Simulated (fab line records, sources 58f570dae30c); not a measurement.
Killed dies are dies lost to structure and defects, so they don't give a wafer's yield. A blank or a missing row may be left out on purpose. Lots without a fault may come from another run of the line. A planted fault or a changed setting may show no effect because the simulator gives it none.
Which tool did it? | flow berkeley_cmos170 | 14 lots, 42 wafers sampled, at 5 steps of a route of 331

WHAT THE GAUGES READ, wafer by wafer
UCB170_START_THK_MEAS_03.
lot  | measured    | on            | START_OXIDE_THK (nm)
L896 | day 1 17:07 | film_metro-03 | 19.9 20.1 19.9
L898 | day 2 01:02 | film_metro-03 | 19.8 19.6 19.6
L899 | day 2 05:02 | film_metro-03 | 20.6 21.0 20.6
L901 | day 2 13:25 | film_metro-03 | 20.1 20.1 20.0
L900 | day 2 13:25 | film_metro-02 | 19.6 19.4 19.7
L902 | day 3 00:48 | film_metro-04 | 19.8 20.0 19.7
L905 | day 3 10:31 | film_metro-04 | 20.4 19.9 20.4
L906 | day 3 21:19 | film_metro-02 | 20.0 20.0 20.1
L907 | day 3 21:19 | film_metro-03 | 20.5 20.6 20.6
L909 | day 4 04:53 | film_metro-03 | 20.0 20.3 20.1
L910 | day 4 13:09 | film_metro-02 | 19.8 20.1 19.8
L911 | day 4 15:55 | film_metro-03 | 20.6 20.4 20.5
L915 | day 5 11:53 | film_metro-02 | 20.3 20.3 19.9
L916 | day 5 17:47 | film_metro-03 | 20.1 20.4 20.6

UCB170_PWELL_THK_MEAS_06.
lot  | measured    | on            | PWELL_NITRIDE_THK (nm)
L896 | day 3 05:35 | film_metro-03 | 219.8 219.8 219.0
L898 | day 3 20:08 | film_metro-04 | 217.3 218.8 218.6
L899 | day 4 09:35 | film_metro-04 | 219.0 218.4 221.0
L901 | day 4 15:04 | film_metro-03 | 220.0 221.0 219.2
L900 | day 4 15:05 | film_metro-01 | 220.7 219.3 220.7
L902 | day 5 07:24 | film_metro-01 | 219.8 223.2 221.4
L905 | day 5 12:08 | film_metro-04 | 222.4 222.8 222.8
L906 | day 5 12:08 | film_metro-01 | 221.5 221.9 223.2
L907 | day 5 12:09 | film_metro-03 | 221.3 222.3 219.5
L909 | day 6 03:34 | film_metro-01 | 208.2 209.5 209.9 208.1 209.5 209.6
L910 | day 5 19:37 | film_metro-04 | 220.9 219.6 220.7
L911 | day 6 08:42 | film_metro-01 | 207.9 208.4 208.5 207.8 208.9 208.3
L915 | day 7 03:22 | film_metro-01 | 220.7 218.8 218.2
L916 | day 7 09:50 | film_metro-01 | 219.6 218.5 219.2

UCB170_PLDD_CD_MEAS_06: target cd 1200 nm.
lot  | measured     | on        | cd_nm (nm)
L896 | day 7 04:22  | cd_sem-02 | 1200.4 1200.0 1202.0
L898 | day 7 21:57  | cd_sem-02 | 1200.0 1200.3 1199.5
L899 | day 8 07:29  | cd_sem-01 | 1201.6 1199.6 1200.6
L901 | day 8 07:13  | cd_sem-01 | 1200.7 1201.1 1201.4
L900 | day 8 07:44  | cd_sem-02 | 1202.0 1200.5 1201.7
L902 | day 9 05:56  | cd_sem-02 | 1198.1 1198.4 1198.2
L905 | day 10 01:14 | cd_sem-01 | 1200.1 1200.7 1200.1
L906 | day 10 00:41 | cd_sem-01 | 1198.7 1200.9 1199.5
L907 | day 10 01:11 | cd_sem-02 | 1200.8 1199.7 1201.2
L909 | day 10 00:58 | cd_sem-02 | 1198.3 1198.6 1199.5
L910 | day 10 00:00 | cd_sem-02 | 1201.8 1200.5 1202.0
L911 | day 10 01:47 | cd_sem-01 | 1199.1 1199.8 1200.2
L915 | day 11 07:46 | cd_sem-01 | 1200.9 1199.7 1198.5
L916 | day 11 16:09 | cd_sem-02 | 1200.0 1200.0 1201.1

WHICH TOOL RAN EACH LOT (tool, then ch and the chambers of the sampled wafers, then the start)
lot  | UCB170_ZERO_ETCH_06               | UCB170_PWELL_CVD_05
L896 | rie_diel-01 ch 0,3, day 2 00:42   | lpcvd-02 ch 1, day 3 03:40
L898 | rie_diel-03 ch 1,3, day 2 04:23   | lpcvd-02 ch 0, day 3 18:13
L899 | rie_diel-04 ch 0,1,2, day 2 10:15 | lpcvd-02 ch 1, day 4 07:40
L901 | rie_diel-04 ch 0,2,3, day 2 22:41 | lpcvd-01 ch 0, day 4 13:09
L900 | rie_diel-01 ch 0,1,3, day 2 22:25 | lpcvd-01 ch 1, day 4 13:09
L902 | rie_diel-03 ch 1,2,3, day 3 10:38 | lpcvd-02 ch 1, day 5 05:28
L905 | rie_diel-04 ch 0,1,3, day 3 22:00 | lpcvd-01 ch 0, day 5 10:13
L906 | rie_diel-03 ch 1,2,3, day 4 05:25 | lpcvd-01 ch 0, day 5 10:13
L907 | rie_diel-04 ch 0,1,2, day 4 05:39 | lpcvd-01 ch 0, day 5 10:13
L909 | rie_diel-01 ch 0,1,2, day 4 13:40 | lpcvd-01 ch 0, day 6 01:38
L910 | rie_diel-03 ch 0,1,2, day 4 16:53 | lpcvd-02 ch 0, day 5 17:42
L911 | rie_diel-01 ch 0,1, day 4 20:11   | lpcvd-01 ch 1, day 6 06:42
L915 | rie_diel-03 ch 0,1,3, day 5 17:55 | lpcvd-02 ch 0, day 7 00:29
L916 | rie_diel-01 ch 1,3, day 6 00:41   | lpcvd-02 ch 0, day 7 07:54
- UCB170_ZERO_ETCH_06: etches SiO2 in CHF3/CF4/Ar, time 12 s.
- UCB170_PWELL_CVD_05: deposits Si3N4 from SiH2Cl2/NH3, target thk 220 nm, time 3300 s.

WHAT THE TOOLS THEMSELVES READ (means of the sampled wafers that have a number; where no wafer has one, the mark that the record gives instead)
UCB170_ZERO_ETCH_06.
lot  | tool        | drypump_motor_current_A (A) | oes_product_au (a.u.) | throttle_valve_pct (%)
L896 | rie_diel-01 | 5.2                         | 0.608                 | 9.33
L898 | rie_diel-03 | 5.8                         | 0.622                 | 9.21
L899 | rie_diel-04 | 5.9                         | 0.620                 | 9.23
L901 | rie_diel-04 | 5.9                         | 0.622                 | 9.31
L900 | rie_diel-01 | 5.4                         | 0.619                 | 9.19
L902 | rie_diel-03 | 5.5                         | 0.628                 | 9.20
L905 | rie_diel-04 | 5.6                         | 0.627                 | 9.19
L906 | rie_diel-03 | 5.5                         | 0.622                 | 9.18
L907 | rie_diel-04 | 5.9                         | 0.624                 | 9.23
L909 | rie_diel-01 | 5.5                         | 0.619                 | 9.13
L910 | rie_diel-03 | 5.4                         | 0.626                 | 9.25
L911 | rie_diel-01 | 5.6                         | 0.624                 | 9.05
L915 | rie_diel-03 | 5.6                         | 0.617                 | 9.19
L916 | rie_diel-01 | 5.1                         | 0.619                 | 9.33

UCB170_PWELL_CVD_05.
lot  | tool     | pressure_mtorr (mTorr) | sih2cl2_flow_sccm (sccm) | susceptor_temp_C (C) | zone_power_source_pct (%)
L896 | lpcvd-02 | 199.9                  | 24.86                    | 799.7                | 18.3
L898 | lpcvd-02 | 199.6                  | 24.96                    | 799.8                | 18.2
L899 | lpcvd-02 | 199.7                  | 25.05                    | 800.0                | 18.1
L901 | lpcvd-01 | 200.4                  | 25.00                    | 800.4                | 21.1
L900 | lpcvd-01 | 200.1                  | 24.98                    | 800.1                | 21.1
L902 | lpcvd-02 | 199.9                  | 25.02                    | 800.1                | 18.4
L905 | lpcvd-01 | 200.4                  | 24.99                    | 799.3                | 21.3
L906 | lpcvd-01 | 200.4                  | 24.92                    | 800.0                | 21.3
L907 | lpcvd-01 | 200.0                  | 25.00                    | 800.2                | 21.6
L909 | lpcvd-01 | 159.7                  | 24.94                    | 799.7                | 21.4
L910 | lpcvd-02 | 200.5                  | 24.91                    | 800.1                | 18.3
L911 | lpcvd-01 | 159.9                  | 24.95                    | 800.1                | 21.2
L915 | lpcvd-02 | 200.1                  | 25.04                    | 800.0                | 18.1
L916 | lpcvd-02 | 200.7                  | 24.91                    | 799.9                | 18.4

THE ANSWER, worked out from the rows above alone
Rule: what is usual is taken from the lots themselves. Put in order of their means at a reading, lots are off if they are a third of the lots or fewer, leave a main group of 4 or more, and stand apart from it by a gap of 3 or more times the standard deviation of the main group's means; of several such gaps the widest counts. A main group whose means are all the same, to the digits that the tables above print for the reading, isn't used. A lot without any number at a reading at which 4 lots or more have one is off too. The other lots that the step has rows for count as sound. The gauges are gone through in route order, then the tools' own readings, and for those a lot's mean is taken as printed above. The first step at which some lot is off is used, and at that step the reading that is off furthest; a lot without a number counts as furthest.
Off: L909, L911, at UCB170_PWELL_THK_MEAS_06 (PWELL_NITRIDE_THK). The main group: mean 220.3 nm, standard deviation 1.3.
A tool fits if, at a process step before that reading, it ran every lot that is off, and no sound lot after the first of them. The gauges at UCB170_PWELL_THK_MEAS_06 aren't tried: what is off there is off at UCB170_PWELL_CVD_05 too, on other tools, and a gauge's error can't cause that. One fits: lpcvd-01 at UCB170_PWELL_CVD_05. Its last sound lot is L905 (day 5 10:13), its first lot that is off L909 (day 6 01:38): a fault that began between those two fits.
The tool's own readings at UCB170_PWELL_CVD_05 bear it out: on the lots that are off they differ by more than 5 times the standard deviation of the sound lots' means. pressure_mtorr reads 159.8 mTorr there against 200.1 mTorr on the sound lots.

WHAT THE SIMULATOR HAD PUT IN
Process parameter drift: lpcvd-01, from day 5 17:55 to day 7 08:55, at UCB170_PWELL_CVD_05. Setting pressure_mtorr, moved by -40, from 200. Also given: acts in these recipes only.
Lots struck among those shown: L909, L911. The rule above found the same.
